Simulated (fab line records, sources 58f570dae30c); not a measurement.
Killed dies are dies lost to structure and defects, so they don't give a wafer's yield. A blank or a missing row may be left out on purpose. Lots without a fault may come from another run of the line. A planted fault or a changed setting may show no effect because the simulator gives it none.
Split-lot experiment | flow berkeley_cmos170 | 5 lots, 23 wafers read, on a route of 331 steps

THE SPLIT
At UCB170_FIELD_OXIDATION_01 (target thk 558.3 nm, ox time 7200 s), the setting temp_c was moved away from the recipe's 1000 C on 10 of the 23 wafers read, by -1.5% to +2.3%. The other wafers ran this setting at the recipe's value.

FROM THE SPLIT TO THE READING: what the file shows between them, 12 steps
- UCB170_FIELD_THK_MEAS_02
- UCB170_FIELD_ANNEAL_03: time 1200 s
- UCB170_FIELD_WET_ETCH_04: etches SiO2 in dHF, time 60 s
- UCB170_FIELD_WET_ETCH_05: etches Si3N4 in H3PO4, time 12600 s
- UCB170_FIELD_WET_ETCH_06: etches SiO2 in BOE, time 22 s
- UCB170_FIELD_THK_MEAS_90
- UCB170_SACOX_OXIDATION_01: target thk 14.4 nm, ox time 2400 s (also split here: ox_time_s)
- UCB170_SACOX_THK_MEAS_02
- UCB170_PVT_IMPLANT_07 (also split here: dose_cm2)
- UCB170_PVT_STRIP_08: strips in O2
- UCB170_PVT_TW_MEAS_09
- UCB170_GATE_WET_ETCH_00: etches SiO2 in dHF, time 200 s

THE READING
FIELD_OXIDE_LEFT_2_THK, in nm, at UCB170_FIELD_THK_MEAS_91. Fault-free wafers of this fab line usually give 352 nm, standard deviation 11 nm.

wafer  | tool, chamber at the split | temp_c as run, C | against the recipe | FIELD_OXIDE_LEFT_2_THK, nm | against lot-mates on the recipe
L075.1 | -, -                       | 1000             | recipe             | 354                        | -
L075.2 | -, -                       | 1000             | recipe             | 355                        | -
L075.3 | -, -                       | 1000             | recipe             | 343                        | -
L075.5 | -, -                       | 1000             | recipe             | 351                        | -
L075.6 | -, -                       | 1000             | recipe             | 354                        | -
L079.1 | -, -                       | 984.9            | -1.5%              | 315                        | no lot-mate on the recipe
L079.2 | -, -                       | 984.9            | -1.5%              | 314                        | no lot-mate on the recipe
L079.3 | -, -                       | 984.9            | -1.5%              | 310                        | no lot-mate on the recipe
L079.5 | -, -                       | 984.9            | -1.5%              | 306                        | no lot-mate on the recipe
L079.6 | -, -                       | 984.9            | -1.5%              | 309                        | no lot-mate on the recipe
L080.1 | -, -                       | 1023             | +2.3%              | 435                        | no lot-mate on the recipe
L080.3 | -, -                       | 1023             | +2.3%              | 435                        | no lot-mate on the recipe
L080.4 | -, -                       | 1023             | +2.3%              | 436                        | no lot-mate on the recipe
L080.5 | -, -                       | 1023             | +2.3%              | 432                        | no lot-mate on the recipe
L080.6 | -, -                       | 1023             | +2.3%              | 439                        | no lot-mate on the recipe
L082.2 | furnace-01, 0              | 1000             | recipe             | 332                        | -
L082.3 | furnace-01, 0              | 1000             | recipe             | 342                        | -
L082.6 | furnace-01, 0              | 1000             | recipe             | 336                        | -
L085.1 | -, -                       | 1000             | recipe             | 355                        | -
L085.2 | -, -                       | 1000             | recipe             | 354                        | -
L085.3 | -, -                       | 1000             | recipe             | 370                        | -
L085.4 | -, -                       | 1000             | recipe             | 371                        | -
L085.5 | -, -                       | 1000             | recipe             | 356                        | -

THE FIT
A straight line over all 23 wafers: FIELD_OXIDE_LEFT_2_THK changes by +33.2 nm for each +1% of temp_c; r = +0.98; the points scatter about the line by 9.9 nm.
Too few moved wafers have a lot-mate on the recipe to fit a line with each lot's own level taken away.

THE WHOLE CHAIN: every reading that the file lists as answering this split, in the file's order
step                      | what it does                        | reading                                                                            | change (the file's fit)              | r (the file's)
UCB170_FIELD_OXIDATION_01 | target thk 558.3 nm, ox time 7200 s | SiO2_of_FIELD_OXIDATION_01.thk_nm (the simulator's own value, which no gauge read) | +33.5 nm for each +1% of the setting | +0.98
UCB170_FIELD_THK_MEAS_02  |                                     | FIELD_OXIDE_THK                                                                    | +33.6 for each +1% of the setting    | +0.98
UCB170_FIELD_WET_ETCH_05  | etches Si3N4 in H3PO4, time 12600 s | SiO2_of_FIELD_OXIDATION_01.thk_nm (the simulator's own value, which no gauge read) | +33.3 nm for each +1% of the setting | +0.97
UCB170_FIELD_THK_MEAS_90  |                                     | FIELD_OXIDE_LEFT_1_THK                                                             | +33.3 for each +1% of the setting    | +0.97
UCB170_FIELD_THK_MEAS_91  |                                     | FIELD_OXIDE_LEFT_2_THK                                                             | +33.2 for each +1% of the setting    | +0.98

THE FILE'S OWN FIT
FIELD_OXIDE_LEFT_2_THK changes by +33.2 nm for each +1% of temp_c, r = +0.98.
